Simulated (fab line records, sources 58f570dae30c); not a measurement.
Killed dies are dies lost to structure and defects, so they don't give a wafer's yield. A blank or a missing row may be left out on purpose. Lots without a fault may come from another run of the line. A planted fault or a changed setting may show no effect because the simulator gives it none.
Tool commonality check | flow berkeley_cmos170 | 14 lots, 42 wafers sampled

WHY IT WAS OPENED
At UCB170_PWELL_THK_MEAS_06 the reading PWELL_NITRIDE_THK is flagged on 2 of 14 lots. Wafers without a fault read 219.3 nm, standard deviation 1.9.
Rule: a lot is flagged when every wafer of it that has a number lies more than 4 standard deviations from that mean, or none has a number. The other lots count as sound.

lot  | measured    | on            | PWELL_NITRIDE_THK (nm), wafer by wafer | flag
L413 | day 2 23:55 | film_metro-01 | 218.4 220.0 218.7                      |
L414 | day 3 16:41 | film_metro-04 | 217.3 219.2 220.5                      |
L418 | day 4 01:29 | film_metro-04 | 220.1 221.0 219.3                      |
L417 | day 4 09:04 | film_metro-04 | 220.2 220.3 219.5                      |
L419 | day 4 09:05 | film_metro-01 | 217.1 218.4 217.3                      |
L422 | day 4 17:40 | film_metro-01 | 218.5 217.8 218.0                      |
L421 | day 4 17:46 | film_metro-01 | 221.5 221.4 224.1                      |
L425 | day 5 19:45 | film_metro-04 | 217.1 217.0 216.0                      |
L428 | day 6 12:08 | film_metro-01 | 220.8 221.1 221.2                      |
L431 | day 6 20:25 | film_metro-01 | 270.9 270.3 269.3                      | FLAGGED
L430 | day 6 20:25 | film_metro-04 | 269.6 268.7 267.5                      | FLAGGED
L434 | day 7 14:11 | film_metro-01 | 222.4 222.0 221.5                      |
L435 | day 7 14:11 | film_metro-02 | 218.5 217.8 220.3                      |
L436 | day 7 23:23 | film_metro-04 | 219.9 218.6 218.9                      |
The numbers of the flagged lots are 269.4 nm on average: +50.1 nm against the usual, or +26 standard deviations.

WHICH TOOL RAN EACH LOT
The record holds 1 process step before the reading, out of a route of 331 steps. In each cell: the tool, then ch and the chambers that the sampled wafers went through, then the start.
lot  | flag    | UCB170_PWELL_CVD_05
L413 |         | lpcvd-01 ch 1, day 2 21:56
L414 |         | lpcvd-01 ch 0, day 3 14:46
L418 |         | lpcvd-02 ch 0, day 3 23:33
L417 |         | lpcvd-02 ch 1, day 4 07:08
L419 |         | lpcvd-02 ch 0, day 4 07:08
L422 |         | lpcvd-01 ch 1, day 4 15:43
L421 |         | lpcvd-01 ch 1, day 4 15:43
L425 |         | lpcvd-02 ch 1, day 5 17:49
L428 |         | lpcvd-02 ch 0, day 6 10:11
L431 | FLAGGED | lpcvd-01 ch 0, day 6 18:29
L430 | FLAGGED | lpcvd-01 ch 0, day 6 18:29
L434 |         | lpcvd-02 ch 0, day 7 12:16
L435 |         | lpcvd-02 ch 0, day 7 12:16
L436 |         | lpcvd-02 ch 0, day 7 21:26
What these steps do:
- UCB170_PWELL_CVD_05: deposits Si3N4 from SiH2Cl2/NH3, target thk 220 nm, time 3300 s.
- UCB170_PWELL_THK_MEAS_06

FLAGGED OVER TOTAL, TOOL BY TOOL (the gauges that took the reading come last)
step                     | tool          | lots run | flagged | share of the flagged lots | sound lots run after its first flagged lot
UCB170_PWELL_CVD_05      | lpcvd-01      | 6        | 2       | all                       | 0
UCB170_PWELL_CVD_05      | lpcvd-02      | 8        | 0       | none                      | -
UCB170_PWELL_THK_MEAS_06 | film_metro-01 | 7        | 1       | some                      | 1 (L434)
UCB170_PWELL_THK_MEAS_06 | film_metro-02 | 1        | 0       | none                      | -
UCB170_PWELL_THK_MEAS_06 | film_metro-04 | 6        | 1       | some                      | 1 (L436)

WHAT THE TABLE ALLOWS
1 row of the table ran every flagged lot: lpcvd-01 at UCB170_PWELL_CVD_05.
- lpcvd-01 at UCB170_PWELL_CVD_05: 2 of its 6 lots flagged. Its last sound lot is L421 (day 4 15:43), its first flagged lot L430 (day 6 18:29): a fault that began between those two fits.
One tool is left: lpcvd-01 at UCB170_PWELL_CVD_05.

WHAT THE SIMULATOR HAD PUT IN
Process parameter drift: lpcvd-01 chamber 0, from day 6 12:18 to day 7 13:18, at UCB170_PWELL_CVD_05. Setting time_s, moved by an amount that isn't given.
Lots struck among those shown: L431, L430. The rule above found the same.
